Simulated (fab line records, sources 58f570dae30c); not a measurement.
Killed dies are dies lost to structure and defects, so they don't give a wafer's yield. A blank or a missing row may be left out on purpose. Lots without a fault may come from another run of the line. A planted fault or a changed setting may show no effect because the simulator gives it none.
Which tool did it? | flow berkeley_cmos170 | 14 lots, 42 wafers sampled, at 5 steps of a route of 331

WHAT THE GAUGES READ, wafer by wafer
UCB170_NSD_OVL_MEAS_07.
lot  | measured     | on         | NSD_OVL (nm)
L225 | day 8 11:44  | overlay-01 | -3 0 -2
L226 | day 8 22:40  | overlay-01 | 7 10 3
L227 | day 8 22:45  | overlay-02 | 3 5 2
L228 | day 8 23:51  | overlay-01 | 8 4 4
L230 | day 9 09:49  | overlay-01 | 11 6 6
L234 | day 10 02:04 | overlay-02 | -8 -2 7
L235 | day 10 15:53 | overlay-01 | -6 -1 1
L237 | day 10 16:10 | overlay-01 | 0 -1 3
L239 | day 10 16:26 | overlay-02 | 3 4 7
L236 | day 10 16:29 | overlay-01 | -2 3 -1
L238 | day 10 16:46 | overlay-01 | 0 -1 1
L241 | day 11 18:28 | overlay-01 | 5 0 6
L240 | day 11 19:02 | overlay-01 | 2 9 7
L244 | day 12 06:47 | overlay-01 | 5 4 6

UCB170_SDANNEAL_RS_MEAS_02: measures by four-point-probe.
lot  | measured     | on            | PSD_RS (ohm/sq)
L225 | day 8 14:48  | film_metro-03 | 75.6 75.5 75.5
L226 | day 9 00:50  | film_metro-02 | 75.3 75.6 75.6
L227 | day 9 00:50  | film_metro-03 | 75.5 75.5 75.4
L228 | day 9 01:19  | film_metro-02 | 75.2 75.2 75.5
L230 | day 9 12:17  | film_metro-03 | 75.9 75.9 75.7
L234 | day 10 04:25 | film_metro-04 | 75.1 75.4 75.3
L235 | day 10 17:32 | film_metro-02 | 76.0 75.7 75.9
L237 | day 10 17:36 | film_metro-03 | 76.2 75.8 76.2
L239 | day 10 18:01 | film_metro-02 | 75.4 75.5 75.6
L236 | day 10 18:04 | film_metro-03 | 75.5 75.1 75.7
L238 | day 10 18:33 | film_metro-02 | 75.1 74.8 74.8
L241 | day 11 19:53 | film_metro-03 | 76.1 76.1 75.9
L240 | day 11 20:26 | film_metro-03 | 75.4 75.7 75.5
L244 | day 12 08:20 | film_metro-04 | 75.4 75.5 75.2

UCB170_CONTACT_CD_MEAS_90: target cd 700 nm.
lot  | measured     | on        | cd_nm (nm)
L225 | day 8 22:30  | cd_sem-01 | 696.2 695.9 694.6
L226 | day 9 06:42  | cd_sem-01 | 698.7 698.8 699.2
L227 | day 9 06:20  | cd_sem-02 | 698.6 700.4 700.2
L228 | day 9 10:44  | cd_sem-02 | 699.0 697.9 699.4
L230 | day 9 18:42  | cd_sem-01 | 700.8 697.6 700.8
L234 | day 10 11:59 | cd_sem-02 | 696.9 699.0 699.5
L235 | day 10 23:14 | cd_sem-01 | 700.3 700.6 699.8
L237 | day 11 01:05 | cd_sem-01 | 695.8 696.9 696.0
L239 | day 11 00:56 | cd_sem-01 | 699.2 696.9 698.8
L236 | day 11 01:25 | cd_sem-01 | 701.3 700.6 701.2
L238 | day 11 01:14 | cd_sem-01 | 699.3 700.6 700.8
L241 | day 12 01:37 | cd_sem-02 | 704.0 703.6 703.1
L240 | day 12 03:01 | cd_sem-02 | 708.1 707.5 705.5
L244 | day 12 16:46 | cd_sem-02 | 700.2 701.2 700.3

WHICH TOOL RAN EACH LOT (tool, then ch and the chambers of the sampled wafers, then the start)
lot  | UCB170_CONTACT_ETCH_17             | UCB170_CONTACT_ETCH_18
L225 | rie_diel-04 ch 0,1,3, day 8 22:14  | rie_diel-04 ch 0,1,3, day 8 22:00
L226 | rie_diel-04 ch 0,1,2, day 9 06:26  | rie_diel-04 ch 0,1,2, day 9 06:00
L227 | rie_diel-03 ch 0,1,2, day 9 06:04  | rie_diel-03 ch 0,1,2, day 9 06:00
L228 | rie_diel-02 ch 0,1,3, day 9 10:28  | rie_diel-02 ch 0,1,3, day 9 10:00
L230 | rie_diel-02 ch 2,3, day 9 18:25    | rie_diel-02 ch 2,3, day 9 18:00
L234 | rie_diel-03 ch 0,2,3, day 10 11:40 | rie_diel-03 ch 0,2,3, day 10 11:00
L235 | rie_diel-02 ch 0,3, day 10 22:59   | rie_diel-02 ch 0,3, day 10 23:00
L237 | rie_diel-02 ch 0,1, day 11 00:42   | rie_diel-02 ch 0,1, day 11 00:00
L239 | rie_diel-04 ch 0,1,3, day 11 00:40 | rie_diel-04 ch 0,1,3, day 11 00:00
L236 | rie_diel-04 ch 0,3, day 11 00:58   | rie_diel-04 ch 0,3, day 11 01:00
L238 | rie_diel-03 ch 0,3, day 11 00:51   | rie_diel-03 ch 0,3, day 11 00:00
L241 | rie_diel-04 ch 1,2,3, day 12 01:20 | rie_diel-04 ch 1,2,3, day 12 01:00
L240 | rie_diel-04 ch 0,1,2, day 12 02:46 | rie_diel-04 ch 0,1,2, day 12 02:00
L244 | rie_diel-03 ch 0,2,3, day 12 16:05 | rie_diel-03 ch 0,2,3, day 12 16:00
- UCB170_CONTACT_ETCH_17: etches BARC in N2/H2.
- UCB170_CONTACT_ETCH_18: etches PSG in CHF3/CF4/Ar, stops on TiSi2, target depth 840 nm, time 195 s.

WHAT THE TOOLS THEMSELVES READ (means of the sampled wafers that have a number; where no wafer has one, the mark that the record gives instead)
UCB170_CONTACT_ETCH_17.
lot  | tool        | drypump_motor_current_A (A) | oes_product_au (a.u.) | throttle_valve_pct (%)
L225 | rie_diel-04 | 5.7                         | 0.991                 | 13.30
L226 | rie_diel-04 | 5.7                         | 0.980                 | 13.37
L227 | rie_diel-03 | 6.2                         | 1.011                 | 13.28
L228 | rie_diel-02 | 5.7                         | 0.991                 | 13.53
L230 | rie_diel-02 | 5.6                         | 0.998                 | 13.38
L234 | rie_diel-03 | 5.9                         | 1.004                 | 13.28
L235 | rie_diel-02 | 6.2                         | 0.992                 | 13.61
L237 | rie_diel-02 | 5.4                         | 0.989                 | 13.52
L239 | rie_diel-04 | 5.7                         | 0.994                 | 13.30
L236 | rie_diel-04 | 5.5                         | 0.977                 | 13.21
L238 | rie_diel-03 | 5.7                         | 0.989                 | 13.29
L241 | rie_diel-04 | 5.9                         | 0.973                 | 13.28
L240 | rie_diel-04 | 5.7                         | 0.974                 | 13.36
L244 | rie_diel-03 | 5.9                         | 1.010                 | 13.27

UCB170_CONTACT_ETCH_18.
lot  | tool        | drypump_motor_current_A (A) | oes_product_au (a.u.) | run_length_s (s) | throttle_valve_pct (%)
L225 | rie_diel-04 | 5.7                         | 0.875                 | 223.3            | 6.96
L226 | rie_diel-04 | 5.7                         | 0.889                 | 223.1            | 7.00
L227 | rie_diel-03 | 6.2                         | 0.887                 | 223.0            | 6.88
L228 | rie_diel-02 | 5.7                         | 0.887                 | 223.6            | 7.01
L230 | rie_diel-02 | 5.6                         | 0.877                 | 223.5            | 6.92
L234 | rie_diel-03 | 5.9                         | 0.880                 | 222.9            | 6.90
L235 | rie_diel-02 | 6.3                         | 0.890                 | 223.7            | 7.08
L237 | rie_diel-02 | 5.4                         | 0.895                 | 223.4            | 7.00
L239 | rie_diel-04 | 5.7                         | 0.871                 | 223.2            | 6.95
L236 | rie_diel-04 | 5.5                         | 0.879                 | 223.4            | 6.86
L238 | rie_diel-03 | 5.6                         | 0.880                 | 222.9            | 6.86
L241 | rie_diel-04 | 5.9                         | 0.653                 | 379.3            | 6.93
L240 | rie_diel-04 | 5.7                         | 0.661                 | 379.1            | 7.00
L244 | rie_diel-03 | 5.9                         | 0.887                 | 222.6            | 6.89

THE ANSWER, worked out from the rows above alone
Rule: what is usual is taken from the lots themselves. Put in order of their means at a reading, lots are off if they are a third of the lots or fewer, leave a main group of 4 or more, and stand apart from it by a gap of 3 or more times the standard deviation of the main group's means; of several such gaps the widest counts. A main group whose means are all the same, to the digits that the tables above print for the reading, isn't used. A lot without any number at a reading at which 4 lots or more have one is off too. The other lots that the step has rows for count as sound. The gauges are gone through in route order, then the tools' own readings, and for those a lot's mean is taken as printed above. The first step at which some lot is off is used, and at that step the reading that is off furthest; a lot without a number counts as furthest.
Off: L241, L240, at UCB170_CONTACT_ETCH_18 (run_length_s). The main group: mean 223.2 s, standard deviation 0.31.
A tool fits if, at that step or a process step before it, it ran every lot that is off, and no sound lot after the first of them. One fits: rie_diel-04 at UCB170_CONTACT_ETCH_17 and UCB170_CONTACT_ETCH_18. At UCB170_CONTACT_ETCH_17 its last sound lot is L236 (day 11 00:58), its first lot that is off L241 (day 12 01:20): a fault that began between those two fits.

WHAT THE SIMULATOR HAD PUT IN
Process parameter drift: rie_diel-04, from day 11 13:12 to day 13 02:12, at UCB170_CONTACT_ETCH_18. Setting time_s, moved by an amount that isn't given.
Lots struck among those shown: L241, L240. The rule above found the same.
